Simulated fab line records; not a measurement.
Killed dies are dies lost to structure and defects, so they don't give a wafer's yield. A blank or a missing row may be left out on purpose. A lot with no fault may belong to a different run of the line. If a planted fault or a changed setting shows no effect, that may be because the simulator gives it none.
Comparing a struck lot with a sound one ; flow rit cmos ; 34 out of 202 route steps
Sound: wafers L692.1, L692.5, L692.6. Wafers struck: L702.1, L702.2, L702.5. The cause is given at the end.
Order at every step that has rows: each side's tool, ch and its chambers, its first start. Under that, the readings that differ: sound wafers ; struck wafers ; difference of the means ; sigmas: that difference in standard deviations of wafers without a fault.
alike: readings with means less than 2 such deviations apart, plus words and numbers identical on both sides. not compared: withheld readings, readings lacking a value on some wafer, bounds such as >300 that could conceal the same value, and numbers that have no deviation in the record and whose values overlap.
The two part at a step that has a row with sigmas, a row that says differs or no value, or rows on one side only. Numbers that have no deviation but don't overlap get no sigmas and don't part them. Lack of a reading on every wafer of one side parts them only where that side has two or more wafers.

first, 2 steps without rows for these wafers: RIT_SPACER_CLEAN_02 (cleans in SC2, time 600 s); RIT_SPACER_CVD_03 (deposits Si3N4 from SiH2Cl2/NH3, target thk 250 nm, time 3300 s).
RIT_SPACER_THK_MEAS_04:
  sound: film metro-03 at day 4 08:24; struck: film metro-03 at day 6 01:28
  alike: SPACER_NITRIDE_THK
RIT_SPACER_ETCHBACK_05: etches Si3N4 in SF6/CHF3, stops on SiO2, target depth 250 nm, time 240 s.
  sound on rie diel-04 ch 1,2, day 4 08:28; struck on rie diel-01 ch 0,1,3, day 6 01:32
  alike: drypump motor current A, oes product au, throttle valve pct
  not compared: rf hours counter h
then, 6 steps without rows for these wafers: RIT_NSD_HMDS_00 (prime time 60 s); RIT_NSD_COAT_01 (resist thk 1000 nm); RIT_NSD_SOFTBAKE_02 (time 60 s); RIT_NSD_EXPOSE_03 (exposes mask M9, target cd 40700 nm); RIT_NSD_PEB_04; RIT_NSD_DEVELOP_05 (develop time 50 s).
RIT_NSD_OVL_MEAS_06:
  sound: overlay-01 at day 4 09:47; struck: overlay-01 at day 6 02:32
  alike: NSD_OVL
then, 1 step without rows for these wafers: RIT_NSD_HARDBAKE_07 (time 60 s).
RIT_NSD_IMPLANT_08:
  sound on implanter-01 ch 0, day 4 09:58; struck on implanter-01 ch 0, day 6 02:43
reading;sound;struck;difference;sigmas
beam energy keV;25.011 24.999 25.014;26.851 26.847 26.855;+1.843;+99 or more
model.implant.rp nm (nm);32.76 32.76 32.76;34.36 34.36 34.36;+1.60;
model.implant.drp nm (nm);14.84 14.84 14.84;15.49 15.49 15.49;+0.65;
  alike: faraday current uA
RIT_NSD_STRIP_09: strips in O2, time 180 s.
  sound on plasma asher-01 ch 0,1, day 4 10:07; struck on plasma asher-01 ch 0,1, day 6 02:52
  alike: drypump motor current A
  not compared: rf hours counter h
RIT_NSD_TW_MEAS_10:
  sound: film metro-01 at day 4 10:18; struck: film metro-04 at day 6 03:02
reading;sound;struck;difference;sigmas
NSD_TW;3105 3117 3129;3207 3195 3205;+85;+4
then, 6 steps without rows for these wafers: RIT_PSD_HMDS_00 (prime time 60 s); RIT_PSD_COAT_01 (resist thk 1000 nm); RIT_PSD_SOFTBAKE_02 (time 60 s); RIT_PSD_EXPOSE_03 (exposes mask M10, target cd 40900 nm); RIT_PSD_PEB_04; RIT_PSD_DEVELOP_05 (develop time 50 s).
RIT_PSD_OVL_MEAS_06:
  sound: overlay-02 at day 4 11:13; struck: overlay-01 at day 6 04:04
  alike: PSD_OVL
then, 2 steps without rows for these wafers: RIT_PSD_HARDBAKE_07 (time 60 s); RIT_PSD_IMPLANT_08.
RIT_PSD_STRIP_09: strips in O2, time 180 s.
  sound on plasma asher-03 ch 0,1, day 4 11:33; struck on plasma asher-03 ch 0,1, day 6 04:25
  alike: drypump motor current A
  not compared: rf hours counter h
RIT_PSD_TW_MEAS_10:
  sound: film metro-04 at day 4 11:43; struck: film metro-02 at day 6 04:35
reading;sound;struck;difference;sigmas
PSD_TW;3441 3470 3456;3397 3406 3402;-54;-2
then, 3 steps without rows for these wafers: RIT_SDANNEAL_CLEAN_00 (cleans in SC1, time 600 s); RIT_SDANNEAL_CLEAN_01 (cleans in dHF, time 30 s); RIT_SDANNEAL_CLEAN_02 (cleans in SC2, time 600 s).
RIT_SDANNEAL_RTA_03: time 5 s.
  sound on rtp anneal-02 ch 0, day 4 12:30; struck on rtp anneal-01 ch 0, day 6 05:02
  alike: chamber o2 ppm, wafer_temp_C_max
RIT_SDANNEAL_RS_MEAS_04: measurement is done with a four-point probe.
  sound: film metro-04 at day 4 12:34; struck: film metro-02 at day 6 05:06
  alike: PSD_RS
RIT_SDANNEAL_RS_MEAS_05: measurement is done with a four-point probe.
  sound: film metro-04 at day 4 12:41; struck: film metro-02 at day 6 05:13
reading;sound;struck;difference;sigmas
NSD_RS (ohm/sq);84.60 84.52 84.58;83.91 84.23 83.71;-0.62;-2
RIT_SDANNEAL_RS_MEAS_06: measurement is done with a four-point probe.
  sound: film metro-04 at day 4 12:48; struck: film metro-02 at day 6 05:20
  alike: PLDD_RS
RIT_M1_PROBE_99:
  sound: prober-02 at day 4 20:32; struck: prober-01 at day 6 12:38
reading;sound;struck;difference;sigmas
model.etest.contact nplus.end ohm um;42.32 41.59 41.48;39.6 40.7 39.7;-1.8;
  alike: killed at contacts, killed at front end, killed dies, killed open, killed short

== WHERE THEY PART ==
At RIT_NSD_IMPLANT_08 first; at RIT_SDANNEAL_RS_MEAS_05 last (within this record only). Later steps at which nothing parts them and some readings are alike: RIT_SDANNEAL_RS_MEAS_06, RIT_M1_PROBE_99.

WHY: what had been put in by the simulator
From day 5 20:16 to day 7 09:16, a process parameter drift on implanter-01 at RIT_NSD_IMPLANT_08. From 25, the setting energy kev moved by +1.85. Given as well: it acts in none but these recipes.
